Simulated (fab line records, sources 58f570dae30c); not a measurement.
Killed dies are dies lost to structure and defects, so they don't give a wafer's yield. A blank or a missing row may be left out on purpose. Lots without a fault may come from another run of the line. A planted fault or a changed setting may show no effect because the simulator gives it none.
Which tool did it? | flow berkeley_cmos170 | 6 lots, 18 wafers sampled, at 5 steps of a route of 331

WHAT THE GAUGES READ, wafer by wafer
UCB170_V1_THK_MEAS_01.
lot  | measured     | on            | V1_TEOS_THK (nm)
L812 | day 7 17:01  | film_metro-04 | 1975 1988 2033
L814 | day 7 21:16  | film_metro-02 | 1974 1963 1993
L816 | day 8 12:53  | film_metro-03 | 1979 2019 2043
L824 | day 10 08:08 | film_metro-02 | 1018 1030 1987
L827 | day 10 20:28 | film_metro-04 | 1960 1992 2005
L831 | day 11 19:20 | film_metro-03 | 2010 2060 2017

WHICH TOOL RAN EACH LOT (tool, then ch and the chambers of the sampled wafers, then the start)
lot  | UCB170_PLDD_STRIP_10                 | UCB170_CONTACT_ETCH_18                        | UCB170_M1_ETCH_11                  | UCB170_V1_CVD_00
L812 | plasma_asher-04 ch 0,1, day 6 16:08  | rie_diel-03 ch 0,1,2, day 7 12:13 or earlier  | rie_diel-04 ch 0,1,2, day 7 12:13  | pecvd-03 ch 1,2, day 7 16:46
L814 | plasma_asher-04 ch 0,1, day 6 22:21  | rie_diel-03 ch 0,1,3, day 7 16:31 or earlier  | rie_diel-02 ch 0,2, day 7 16:31    | pecvd-04 ch 1,2, day 7 21:02
L816 | plasma_asher-03 ch 0,1, day 7 07:51  | rie_diel-04 ch 2,3, day 8 07:34 or earlier    | rie_diel-02 ch 0,2,3, day 8 07:34  | pecvd-03 ch 1,2, day 8 12:40
L824 | plasma_asher-04 ch 0,1, day 9 07:03  | rie_diel-02 ch 0,1, day 10 05:08 or earlier   | rie_diel-04 ch 0,1, day 10 05:08   | pecvd-04 ch 1,2, day 10 07:59
L827 | plasma_asher-01 ch 0,1, day 9 21:26  | rie_diel-04 ch 0,1,3, day 10 15:43 or earlier | rie_diel-04 ch 0,3, day 10 15:43   | pecvd-03 ch 1,2, day 10 20:18
L831 | plasma_asher-01 ch 0,1, day 10 15:28 | rie_diel-04 ch 2,3, day 11 16:23 or earlier   | rie_diel-01 ch 0,1,2, day 11 16:23 | pecvd-01 ch 0,1,2, day 11 19:10
- UCB170_PLDD_STRIP_10: strips in O2.
- UCB170_CONTACT_ETCH_18: etches PSG in CHF3/CF4/Ar, stops on TiSi2, target depth 840 nm, time 195 s.
- UCB170_M1_ETCH_11: etches BARC in N2/H2.
- UCB170_V1_CVD_00: deposits SiO2 from TEOS/O2, target thk 2000 nm, time 250 s.

THE ANSWER, worked out from the rows above alone
Rule: what is usual is taken from the lots themselves. Put in order of their means at a reading, lots are off if they are a third of the lots or fewer, leave a main group of 4 or more, and stand apart from it by a gap of 3 or more times the standard deviation of the main group's means; of several such gaps the widest counts. A main group whose means are all the same, to the digits that the tables above print for the reading, isn't used. A lot without any number at a reading at which 4 lots or more have one is off too. The other lots that the step has rows for count as sound.
Off: L824, at UCB170_V1_THK_MEAS_01 (V1_TEOS_THK). The main group: mean 2001 nm, standard deviation 19.
A tool fits if, at a process step before that reading, it ran every lot that is off, and no sound lot after the first of them. The gauges at UCB170_V1_THK_MEAS_01 are tried like those tools. UCB170_CONTACT_ETCH_18 gives no start for some lots, so the hours and the order of its lots are those of UCB170_M1_ETCH_11. Can't be told from this: 4 tools fit, plasma_asher-04 at UCB170_PLDD_STRIP_10, rie_diel-02 at UCB170_CONTACT_ETCH_18, pecvd-04 at UCB170_V1_CVD_00, film_metro-02 at UCB170_V1_THK_MEAS_01.

WHAT THE SIMULATOR HAD PUT IN
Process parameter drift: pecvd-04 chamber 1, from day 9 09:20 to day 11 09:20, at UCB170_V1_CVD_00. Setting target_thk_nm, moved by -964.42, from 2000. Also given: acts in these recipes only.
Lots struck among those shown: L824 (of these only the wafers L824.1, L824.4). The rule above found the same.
